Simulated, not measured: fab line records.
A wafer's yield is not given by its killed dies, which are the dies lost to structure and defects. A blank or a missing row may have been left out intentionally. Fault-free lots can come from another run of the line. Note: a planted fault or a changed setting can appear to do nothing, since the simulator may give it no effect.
Which tool was responsible? :: flow berkeley-cmos170 :: Sampling: 7 lots, 21 wafers, 3 of 331 route steps

== WHAT EACH GAUGE READ, for each wafer ==
UCB170_GATE_THK_MEAS_02.
lot: L496
measured: day 6 18:02
on: film-metro-01
GATE_OXIDE_THK (nm): 6.50 6.53 6.49

lot: L498
measured: day 6 23:59
on: film-metro-03
GATE_OXIDE_THK (nm): 6.43 6.42 6.47

lot: L501
measured: day 7 03:23
on: film-metro-03
GATE_OXIDE_THK (nm): 6.52 6.40 6.41

lot: L508
measured: day 8 09:04
on: film-metro-03
GATE_OXIDE_THK (nm): 6.53 6.52 6.70

lot: L512
measured: day 9 15:21
on: film-metro-01
GATE_OXIDE_THK (nm): 5.72 5.60 5.53 5.73 5.62 5.53

lot: L517
measured: day 10 17:50
on: film-metro-01
GATE_OXIDE_THK (nm): 6.38 6.42 6.50

lot: L516
measured: day 11 06:31
on: film-metro-02
GATE_OXIDE_THK (nm): 6.65 6.59 6.69

== WHAT TOOL EACH LOT RAN ON (gives the tool, then ch and the chambers of the sampled wafers, and finally the start) ==
lot: L496
UCB170_PFIELD_STRIP_08: plasma-asher-02 ch 0,1, day 5 03:23
UCB170_GATE_OXIDATION_01: furnace-02 ch 0, day 6 16:31

lot: L498
UCB170_PFIELD_STRIP_08: plasma-asher-03 ch 0,1, day 5 12:58
UCB170_GATE_OXIDATION_01: furnace-04 ch 0, day 6 22:28

lot: L501
UCB170_PFIELD_STRIP_08: plasma-asher-02 ch 0,1, day 5 18:24
UCB170_GATE_OXIDATION_01: furnace-01 ch 0, day 7 01:53

lot: L508
UCB170_PFIELD_STRIP_08: plasma-asher-03 ch 0,1, day 7 02:59
UCB170_GATE_OXIDATION_01: furnace-01 ch 0, day 8 07:34

lot: L512
UCB170_PFIELD_STRIP_08: plasma-asher-02 ch 0,1, day 7 22:02
UCB170_GATE_OXIDATION_01: furnace-01 ch 0, day 9 13:51

lot: L517
UCB170_PFIELD_STRIP_08: plasma-asher-02 ch 0,1, day 8 21:58
UCB170_GATE_OXIDATION_01: furnace-04 ch 0, day 10 16:19

lot: L516
UCB170_PFIELD_STRIP_08: plasma-asher-04 ch 0,1, day 9 17:24
UCB170_GATE_OXIDATION_01: furnace-04 ch 0, day 11 05:01
- UCB170_PFIELD_STRIP_08: strips in O2.
- UCB170_GATE_OXIDATION_01: target thk 6.6 nm, ox time 1800 s.

== THE ANSWER, worked out from the rows above alone ==
Rule: usual is defined by the lots themselves. The widest of any qualifying gaps counts: lots, ordered by their means at a reading, are off when they make up no more than a third of the lots, leave a main group of 4 or more, and stand apart from it by 3 or more times the standard deviation of that group's means. If all means in a main group match to the digits the tables above print for the reading, that group is not used. Also off: a lot with no number at a reading for which 4 or more lots have one. The other lots that the step has rows for count as sound.
Off: L512, at UCB170_GATE_THK_MEAS_02 (GATE_OXIDE_THK). For the main group the mean is 6.51 nm and the standard deviation 0.08.
If a tool, at a process step before that reading, ran all the lots that are off and no sound lot after the first of them, it fits. The gauges at UCB170_GATE_THK_MEAS_02 are tried like those tools. One fits: UCB170_GATE_OXIDATION_01 on furnace-01. Its last sound lot is L508 (day 8 07:34), its first lot that is off L512 (day 9 13:51): a fault that began between those two fits.

== WHAT HAD BEEN PUT IN BY THE SIMULATOR ==
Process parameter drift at UCB170_GATE_OXIDATION_01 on furnace-01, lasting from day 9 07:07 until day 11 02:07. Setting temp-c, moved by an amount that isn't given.
Lots struck among those shown: L512. The rule given above showed the same thing.
